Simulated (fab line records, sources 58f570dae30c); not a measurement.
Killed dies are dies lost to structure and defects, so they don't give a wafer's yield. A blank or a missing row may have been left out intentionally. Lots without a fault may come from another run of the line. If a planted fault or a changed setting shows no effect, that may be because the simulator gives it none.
fab line records -- flow berkeleyCmos170
record: lots: 6, wafers: 18, lastDay: 12
route steps=331 shown SACOX@97 SCREENOX@100 NVT@104
lots untouched by any fault: they come from a run of this same line in which no faults occurred
startH: hours from the record's first day to the start of the lot's first wafer shown -- waitH: how many hours have passed since the lot's step before this one -- " unchanged from the row above -- L1.1+2: a single row standing in for several wafers -- - either no value or no given start -- * or withheld: withheld -- < > ~ a bound
route shown NAME@n: NAME is a module with steps in the file, n the number in the route of the first one -- usual: mean and standard deviation over wafers with no fault -- same: alike in all rows -- chamber/n: place in a boat -- sites: the reading at each site -- _std_site: standard deviation of those values -- _edge_site: outer sites' mean less inner sites' -- radiusMm: how far each site lies from the wafer's centre -- mask NAME#n: copy n -- behind: the last tool/chamber to shape the wafer -- hold: the reason the lot was held/the length of the hold in hours/how it ended -- device: the n, p or np transistor that did not switch -- end of line: the same wafers' tests at the end of the route -- a step without rows: its recipe alone -- killed: dies lost to structure and defects at the first sort, not the wafer's yield -- map: shows each die of a wafer: x if killed, . if not, _ if none is there
set.NAME: the setting that was run; set.NAME@STEP: the one run at that earlier step -- model.NAME: the simulator's own value behind a step, which no gauge read
lots at some steps of the route; a table a step, a row a wafer
== steps ==
step: UCB170_SACOX_CLEAN_00
recipe: chemistry: dHF, dilution: 25:1, timeS: 7.5
step: UCB170_SACOX_OXIDATION_01
recipe: tempC: 900, ambient: O2, targetThkA: 144, oxTimeS: 2400
step: UCB170_SACOX_THK_MEAS_02
recipe: reads: SiO2_of_SACOX_OXIDATION_01
usual: SACOX_OXIDE_THK: 14.4/0.33
lot.wafer,tool,chamber,startH,waitH,SACOX_OXIDE_THK[nm]
L510.2,filmMetro-03,-,141.63,0.0,14.1
L510.3,filmMetro-03,-,141.63,0.0,14.1
L510.6,filmMetro-03,-,141.63,0.0,14.1
L513.2,filmMetro-02,-,141.63,0.0,14.1
L513.5,filmMetro-02,-,141.63,0.0,14.0
L513.6,filmMetro-02,-,141.63,0.0,14.0
L511.1,filmMetro-03,-,141.68,0.1,13.5
L511.2,filmMetro-03,-,141.68,0.1,13.6
L511.5,filmMetro-03,-,141.68,0.1,13.8
L512.3,filmMetro-04,-,141.70,0.1,14.3
L512.5,filmMetro-04,-,141.70,0.1,14.1
L512.6,filmMetro-04,-,141.70,0.1,14.2
L517.1,filmMetro-03,-,166.92,0.0,14.1
L517.2,filmMetro-03,-,166.92,0.0,14.1
L517.5,filmMetro-03,-,166.92,0.0,14.3
L528.1,filmMetro-02,-,217.66,0.0,14.8
L528.5,filmMetro-02,-,217.66,0.0,14.8
L528.6,filmMetro-02,-,217.66,0.0,14.8
step: UCB170_SCREENOX_WET_ETCH_00
recipe: chemistry: dHF, dilution: 25:1, target: SiO2, tempC: 25, timeS: 200
step: UCB170_SCREENOX_OXIDATION_01
recipe: tempC: 900, ambient: O2, targetThkA: 144, oxTimeS: 2400
step: UCB170_SCREENOX_THK_MEAS_02
recipe: reads: SiO2_of_SCREENOX_OXIDATION_01
usual: SCREENOX_OXIDE_THK: 14.3/0.35
lot.wafer,tool,chamber,startH,waitH,SCREENOX_OXIDE_THK[nm]
L513.2,filmMetro-02,-,146.72,0.0,14.2
L513.5,filmMetro-02,-,146.72,0.0,14.3
L513.6,filmMetro-02,-,146.72,0.0,14.2
L511.1,filmMetro-03,-,146.74,0.0,14.5
L511.2,filmMetro-03,-,146.74,0.0,14.4
L511.5,filmMetro-03,-,146.74,0.0,14.6
L510.2,filmMetro-02,-,146.78,0.1,14.8
L510.3,filmMetro-02,-,146.78,0.1,14.7
L510.6,filmMetro-02,-,146.78,0.1,14.7
L512.3,filmMetro-01,-,146.79,0.1,14.8
L512.5,filmMetro-01,-,146.79,0.1,14.7
L512.6,filmMetro-01,-,146.79,0.1,14.7
L517.1,filmMetro-01,-,172.14,0.0,13.7
L517.2,filmMetro-01,-,172.14,0.0,13.8
L517.5,filmMetro-01,-,172.14,0.0,13.7
L528.1,filmMetro-01,-,223.59,0.0,14.7
L528.5,filmMetro-01,-,223.59,0.0,14.7
L528.6,filmMetro-01,-,223.59,0.0,15.0
step: UCB170_SCREENOX_ANNEAL_03
recipe: tempC: 900, timeS: 900, ambient: N2
step: UCB170_NVT_HMDS_00
recipe: primeTimeS: 60, primeTempC: 100
step: UCB170_NVT_COAT_01
recipe: resist: KrF, spinRpm: 1500, resistThkNm: 900
step: UCB170_NVT_SOFTBAKE_02
recipe: resist: KrF, tempC: 130, timeS: 60
step: UCB170_NVT_EXPOSE_03
recipe: maskId: PWELL, targetCdNm: 3000, na: 0.5, sigmaOuter: 0.6, sourceShape: conventional, doseMj: 30
step: UCB170_NVT_PEB_04
recipe: pebTempC: 130, pebTimeS: withheld, resist: KrF
step: UCB170_NVT_DEVELOP_05
recipe: developer: TMAH, developTimeS: 45, resist: KrF, devTempC: 21
usual: chillPlateTempC: 22.99/0.11, developTimeS: 45/0
lot.wafer,tool,chamber,startH,waitH,chillPlateTempC,developTimeS,model.KrF_of_NVT_COAT_01.thkNm
L511.1,lithoTrack-04,0,154,-,23.13,45,883.4
L511.2,lithoTrack-04,0,154,-,23.19,45,884.4
L511.5,lithoTrack-04,0,154,-,22.97,45,886.4
L513.2,lithoTrack-01,-,154,-,-,-,900.3
L513.5,lithoTrack-01,-,154,-,-,-,901.5
L513.6,lithoTrack-01,-,154,-,-,-,900.1
L510.2,lithoTrack-03,0,154,-,22.86,45,888.6
L510.3,lithoTrack-03,0,154,-,23.10,45,886.2
L510.6,lithoTrack-03,0,154,-,22.92,45,888.2
L512.3,lithoTrack-01,-,154,-,-,-,897.6
L512.5,lithoTrack-01,-,154,-,-,-,901.1
L512.6,lithoTrack-01,-,154,-,-,-,899.5
L517.1,lithoTrack-01,0,178,-,23.07,45,884.5
L517.2,lithoTrack-01,0,178,-,23.09,45,887.6
L517.5,lithoTrack-01,0,178,-,23.14,45,886.9
L528.1,lithoTrack-03,0,230,-,23.05,45,883.7
L528.5,lithoTrack-03,0,230,-,22.87,45,882.8
L528.6,lithoTrack-03,0,230,-,22.99,45,883
step: UCB170_NVT_OVL_MEAS_06
usual: NVT_OVL: 1/5.7
lot.wafer,tool,chamber,startH,waitH,NVT_OVL[nm]
L511.1,overlay-01,-,154.16,-,-3
L511.2,overlay-01,-,154.16,-,-4
L511.5,overlay-01,-,154.16,-,2
L513.2,overlay-02,-,154.58,-,-
L513.5,overlay-02,-,154.58,-,-
L513.6,overlay-02,-,154.58,-,-
L512.3,overlay-02,-,154.86,-,-
L512.5,overlay-02,-,154.86,-,-
L512.6,overlay-02,-,154.86,-,-
L510.2,overlay-01,-,154.87,-,2
L510.3,overlay-01,-,154.87,-,0
L510.6,overlay-01,-,154.87,-,4
L517.1,overlay-02,-,178.33,-,-3
L517.2,overlay-02,-,178.33,-,-4
L517.5,overlay-02,-,178.33,-,-4
L528.1,overlay-01,-,230.21,-,-5
L528.5,overlay-01,-,230.21,-,-1
L528.6,overlay-01,-,230.21,-,-3
== key ==
firstSign: step: UCB170_NVT_DEVELOP_05, reading: toolRecord, direction: missing
effect none on later readings
modelEffect: step: UCB170_NVT_DEVELOP_05, value: KrF_of_NVT_COAT_01.thkNm, without: 885.8, struck: 900
metAt UCB170_NVT_DEVELOP_05
struckWafers L512.3,L512.5,L512.6,L513.2,L513.5,L513.6
sortLeftOut L512.3,L512.5,L512.6,L513.2,L513.5,L513.6
testerLeftOut L512,L513
fault: kind: skippedStepWhole, tool: lithoTrack-01, chamber: -, onsetH: 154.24, steps: UCB170_NVT_DEVELOP_05, scope: struckLotsOnly
testerLeftOut: of these lots the tester's yield and bins aren't shown, on N5 and GAA mostly nor the transistor test; their killed dies are dies lost to structure and defects alone, not to doping, threshold or leakage, so they don't give the yield
sortLeftOut: the simulated sort isn't trusted on such a fault, so these wafers' sort isn't shown, and their yield isn't known
